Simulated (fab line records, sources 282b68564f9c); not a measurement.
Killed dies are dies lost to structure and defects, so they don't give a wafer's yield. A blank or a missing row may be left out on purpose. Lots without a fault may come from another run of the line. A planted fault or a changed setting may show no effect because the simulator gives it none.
fab line records | flow rit_cmos
record lots=14 wafers=42 last_day=7
route steps=202 shown SPACER@130
lots that met no fault: from a run of the same line without faults
start_h: hours from the record's first day to the start of the lot's first wafer shown | wait_h: hours since the lot's step before | " the same as in the row above | L1.1+2: a row that stands for several wafers | - no value, or no start given | * or withheld: withheld | < > ~ a bound
route shown NAME@n: a module of which the file shows steps, and the number in the route of the first | usual: mean/standard deviation of fault-free wafers | same: alike in all rows | chamber/n: place in a boat | sites: the reading at each site | _std_site: their standard deviation | _edge_site: outer sites' mean less inner sites' | radius_mm: how far each site lies from the wafer's centre | mask NAME#n: copy n | behind: the tool/chamber that last shaped the wafer | hold: why the lot was held/for how many hours/how that ended | device: the transistor (n, p or np) that didn't switch | end of line: the same wafers' tests at the end of the route | a step without rows: its recipe alone | killed: dies lost to structure and defects at the first sort, not the wafer's yield | map: a wafer's dies, x killed, . not, _ none there
set.NAME: the setting as run; set.NAME@STEP: as run at that earlier step | model.NAME: the simulator's own value behind a step, which no gauge read
steps of the route over a sample of lots; a table a step, a row a wafer
services: from which hour (start_h, from the record's first day; less than 0 if before it) a tool's chamber was out of use, for how many hours, and why
## steps
# step RIT_SPACER_ETCHBACK_05
# recipe target_depth_a=2500 SF6_flow_sccm=30 CHF3_flow_sccm=30 target=Si3N4 chemistry=SF6/CHF3 pressure_mtorr=40 rf_w=250 time_s=240 stop_on=SiO2
# usual CHF3_flow_sccm=30.00/0.082 SF6_flow_sccm=29.99/0.1 drypump_motor_current_A=5.7/0.48 oes_product_au=0.846/0.014 throttle_valve_pct=10.33/0.13
# columns lot.wafer tool chamber start_h wait_h CHF3_flow_sccm SF6_flow_sccm drypump_motor_current_A oes_product_au rf_hours_counter_h throttle_valve_pct
L724.2 rie_diel-04 0 48.87 0.0 29.93 30.07 6.5 0.846 3 10.21
L724.3 " 1 " " 30.19 30.00 5.9 0.837 164 10.29
L724.5 " 3 " " 30.02 29.96 6.3 0.866 - 10.35
L725.4 rie_diel-01 3 55.42 0.0 29.93 29.92 5.5 0.819 122 10.34
L725.5 " 3 " " 29.93 29.94 5.5 0.811 - 10.32
L725.6 " 2 " " 30.03 29.86 5.5 0.837 - 10.47
L728.1 rie_diel-02 2 74.76 0.1 - - - - - -
L728.2 " 3 " " - - - - - -
L728.5 " 0 " " - - - - - -
L729.3 rie_diel-04 3 75.51 0.0 - - - - - -
L729.5 " 3 " " - - - - - -
L729.6 " 0 " " - - - - - -
L737.1 rie_diel-04 2 111.24 0.1 29.99 29.91 6.0 0.834 142 10.54
L737.3 " 1 " " 30.15 29.85 5.9 0.842 1 10.28
L737.6 " 1 " " 30.12 30.05 5.9 0.847 - 10.28
L738.1 rie_diel-04 1 117.35 0.1 30.00 29.95 5.9 0.836 1 10.28
L738.3 " 2 " " 30.08 30.06 6.1 0.837 142 10.53
L738.4 " 3 " " 29.99 29.86 6.3 0.853 97 10.36
L739.2 rie_diel-02 0 124.01 0.0 30.07 30.02 5.2 0.858 3 10.33
L739.3 " 1 " " 29.94 29.93 4.7 0.845 0 10.14
L739.4 " 2 " " 30.18 29.93 5.4 0.835 102 10.30
L741.1 rie_diel-01 3 131.69 0.1 30.14 30.02 5.5 0.837 123 10.36
L741.5 " 3 " " 29.99 30.05 5.5 0.832 - 10.34
L741.6 " 0 " " 30.06 30.07 5.6 0.844 - 10.08
L742.1 rie_diel-04 2 135.69 0.1 29.95 30.05 6.0 0.836 142 10.53
L742.2 " 3 " " 30.13 29.97 6.3 0.866 97 10.36
L742.6 " 1 " " 30.05 29.96 5.9 0.835 - 10.28
L743.2 rie_diel-02 1 143.55 0.0 30.05 29.92 4.7 0.862 1 10.15
L743.3 " 0 " " 29.92 29.99 5.2 0.875 3 10.34
L743.6 " 1 " " 29.97 30.02 4.7 0.855 - 10.14
L744.2 rie_diel-04 1 147.32 0.0 30.02 29.92 5.9 0.846 2 10.29
L744.4 " 1 " " 30.03 29.96 5.9 0.850 - 10.27
L744.5 " 2 " " 30.03 30.05 6.0 0.851 - 10.54
L745.1 rie_diel-01 2 152.72 0.1 29.98 29.91 5.4 0.853 83 10.46
L745.2 " 1 " " 30.13 30.05 5.8 0.844 1 10.41
L745.4 " 3 " " 30.09 29.76 5.5 0.826 124 10.34
L746.2 rie_diel-01 3 158.13 0.0 30.02 30.05 5.5 0.832 124 10.34
L746.4 " 1 " " 29.87 29.96 5.8 0.842 1 10.40
L746.5 " 1 " " 29.97 29.96 5.8 0.844 - 10.41
L747.3 rie_diel-04 3 162.07 0.0 29.96 30.05 6.3 0.859 98 10.33
L747.5 " 1 " " 29.98 30.11 5.9 0.849 - 10.29
L747.6 " 0 " " 30.13 30.05 6.5 0.867 - 10.21
## services
# columns tool chamber start_h hours kind
rie_diel-02 1 28.45 5.9 repair
rie_diel-04 2 34.43 6.0 repair
rie_diel-04 2 61.87 1.7 repair
rie_diel-04 1 74.37 - clean
rie_diel-04 1 74.37 12.3 scheduled_down
rie_diel-04 1 74.37 12.3 vent_cycle
rie_diel-02 1 82.89 - clean
rie_diel-02 1 82.89 17.1 scheduled_down
rie_diel-02 1 82.89 17.1 vent_cycle
rie_diel-01 1 91.23 - clean
rie_diel-01 1 91.23 23.0 scheduled_down
rie_diel-01 1 91.23 23.0 vent_cycle
rie_diel-02 2 96.00 14.4 repair
rie_diel-04 3 105.22 3.5 repair
rie_diel-02 - 117.91 2.8 pm
rie_diel-04 0 132.72 22.1 repair
## key
first_sign step=RIT_SPACER_ETCHBACK_05 reading=tool_record direction=missing
effect none on later readings
met_at RIT_SPACER_ETCHBACK_05
struck_lots L728,L729
later_rows_left_out L728.1,L728.2,L728.5,L729.3,L729.5,L729.6
sort_left_out L728.1,L728.2,L728.5,L729.3,L729.5,L729.6
tester_left_out L728,L729
onset_between 48.87 74.76
fault kind=skipped_step_whole tool=rie_diel-02,rie_diel-04 chamber=- onset_h=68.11 steps=RIT_SPACER_ETCHBACK_05 scope=struck_lots_only
# tester_left_out: of these lots the tester's yield and bins aren't shown, on N5 and GAA mostly nor the transistor test; their killed dies are dies lost to structure and defects alone, not to doping, threshold or leakage, so they don't give the yield
# sort_left_out: the simulated sort isn't trusted on such a fault, so these wafers' sort isn't shown, and their yield isn't known
# later_rows_left_out: the simulator's readings of these wafers behind a module that went badly wrong aren't trusted and aren't shown, but for the sort
